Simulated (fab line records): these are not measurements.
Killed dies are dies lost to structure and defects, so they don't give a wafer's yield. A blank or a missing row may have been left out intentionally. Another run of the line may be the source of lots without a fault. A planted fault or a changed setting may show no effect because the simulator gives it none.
A struck lot beside a sound one || flow rit cmos || 22 out of 202 route steps
Sound: the wafers L561.1, L561.3, L561.4. The struck wafers were L555.3, L555.4, L555.6. The cause comes at the end.
For every step that has rows: the tool of each side, followed by ch and its chambers, followed by its first start. Under that, the readings that differ: sound wafers || struck wafers || difference of the means || sigmas: that difference in standard deviations of wafers without a fault.
alike: readings whose means differ by less than 2 such deviations, and words and numbers that are the same on both sides. not compared: withheld readings, readings that some wafer has no value for, bounds like >300 that may hide the same value, and numbers for which the record gives no deviation and whose values overlap.
A row with sigmas, a row that says differs or no value, or rows on one side alone: a step with any of these is where the two part. When numbers do not overlap yet have no deviation, they are printed without sigmas and do not part them. Lack of a reading on every wafer of one side parts them only where that side has two or more wafers.

first, 2 steps without rows for these wafers: RIT_NSD_HARDBAKE_07 (time 60 s); RIT_NSD_IMPLANT_08.
RIT_NSD_STRIP_09: strips in O2, time 180 s.
  sound on plasma asher-04 ch 0,1, day 6 18:38; struck on plasma asher-02 ch 0,1, day 5 14:43
  alike: drypump motor current A
  not compared: rf hours counter h
RIT_NSD_TW_MEAS_10:
  struck on film metro-03, day 5 14:51; sound on film metro-04, day 6 18:49
  alike: NSD_TW
then, 6 steps without rows for these wafers: RIT_PSD_HMDS_00 (prime time 60 s); RIT_PSD_COAT_01 (resist thk 1000 nm); RIT_PSD_SOFTBAKE_02 (time 60 s); RIT_PSD_EXPOSE_03 (exposes mask M10, target cd 40900 nm); RIT_PSD_PEB_04; RIT_PSD_DEVELOP_05 (develop time 50 s).
RIT_PSD_OVL_MEAS_06:
  struck on overlay-02, day 5 15:53; sound on overlay-02, day 6 19:51
  alike: PSD_OVL
then, 1 step without rows for these wafers: RIT_PSD_HARDBAKE_07 (time 60 s).
RIT_PSD_IMPLANT_08:
  sound on implanter-03 ch 0, day 6 20:02; struck on implanter-01 ch 0, day 5 16:06
{"reading": "dose ions cm2", "sound": "5.005e+15 5.002e+15 4.998e+15", "struck": "2.132e+15 2.132e+15 2.142e+15", "difference": -2.866e+15, "sigmas": "-99 or more"}
{"reading": "end station pressure torr (Torr)", "sound": "1.49e-05 1.62e-05 1.73e-05", "struck": "1.08e-05 1.03e-05 1.02e-05", "difference": -5.70e-06, "sigmas": -4}
{"reading": "faraday current uA", "sound": "13489 13116 13193", "struck": "6826 6421 6863", "difference": -6563, "sigmas": -5}
RIT_PSD_STRIP_09: strips in O2, time 180 s.
  sound on plasma asher-03 ch 0,1, day 6 20:11; struck on plasma asher-01 ch 0,1, day 5 16:16
  alike: drypump motor current A
  not compared: rf hours counter h
RIT_PSD_TW_MEAS_10:
  struck on film metro-03, day 5 16:24; sound on film metro-04, day 6 20:22
{"reading": "PSD_TW", "sound": "3423 3401 3403", "struck": "3076 3056 3053", "difference": -347, "sigmas": -25}
then, 3 steps without rows for these wafers: RIT_SDANNEAL_CLEAN_00 (cleans in SC1, time 600 s); RIT_SDANNEAL_CLEAN_01 (cleans in dHF, time 30 s); RIT_SDANNEAL_CLEAN_02 (cleans in SC2, time 600 s).
RIT_SDANNEAL_RTA_03: time 5 s.
  sound on rtp anneal-01 ch 0, day 6 20:49; struck on rtp anneal-01 ch 0, day 5 16:50
  alike: ramp down c per s, wafer_temp_C_max
RIT_SDANNEAL_RS_MEAS_04: measures by four-point-probe.
  struck on film metro-02, day 5 16:55; sound on film metro-02, day 6 20:53
{"reading": "PSD_RS (ohm/sq)", "sound": "115.7 115.8 115.7", "struck": "128.5 128.2 128.5", "difference": "+12.7", "sigmas": "+40"}
RIT_SDANNEAL_RS_MEAS_05: measures by four-point-probe.
  struck on film metro-02, day 5 17:02; sound on film metro-02, day 6 21:00
  alike: NSD_RS
RIT_M1_PROBE_99:
  struck on prober-01, day 6 00:22; sound on prober-01, day 7 04:20
{"reading": "model.etest.pmos_0p3.r on ohm um", "sound": "6288 6140 6266", "struck": "6456 6494 6453", "difference": "+236", "sigmas": ""}
{"reading": "model.etest.contact pplus.end ohm um", "sound": "46 44.65 44.49", "struck": "70.52 68.98 70.2", "difference": "+24.85", "sigmas": ""}
{"reading": "model.etest.pmos_0p3.drive ua um", "sound": "101.3 103.2 101.6", "struck": "97.59 97.43 97.33", "difference": -4.58, "sigmas": ""}
{"reading": "model.etest.pmos narrow.drive ua um", "sound": "102.3 104.9 102.4", "struck": "98.83 98.86 97.32", "difference": -4.86, "sigmas": ""}
{"reading": "model.etest.ppoly line.rs ohm sq", "sound": "16.33 16.38 16.17", "struck": "16.83 16.98 16.97", "difference": "+0.63", "sigmas": ""}
  alike: killed at contacts, killed at front end, killed dies, killed on rim, killed open, killed short
  not compared: model.etest.pmos turned.r on ohm um, model.etest.pmos_0p15.r on ohm um, model.etest.pmos_0p15.drive ua um

## WHERE THEY PART
First at RIT_PSD_IMPLANT_08; last, within this record, at RIT_SDANNEAL_RS_MEAS_04. Later steps at which nothing parts them and some readings are alike: RIT_SDANNEAL_RS_MEAS_05, RIT_M1_PROBE_99.

WHY: the cause the simulator had injected
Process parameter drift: implanter-01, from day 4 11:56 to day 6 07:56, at RIT_PSD_IMPLANT_08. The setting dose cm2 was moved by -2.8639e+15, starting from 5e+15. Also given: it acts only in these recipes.
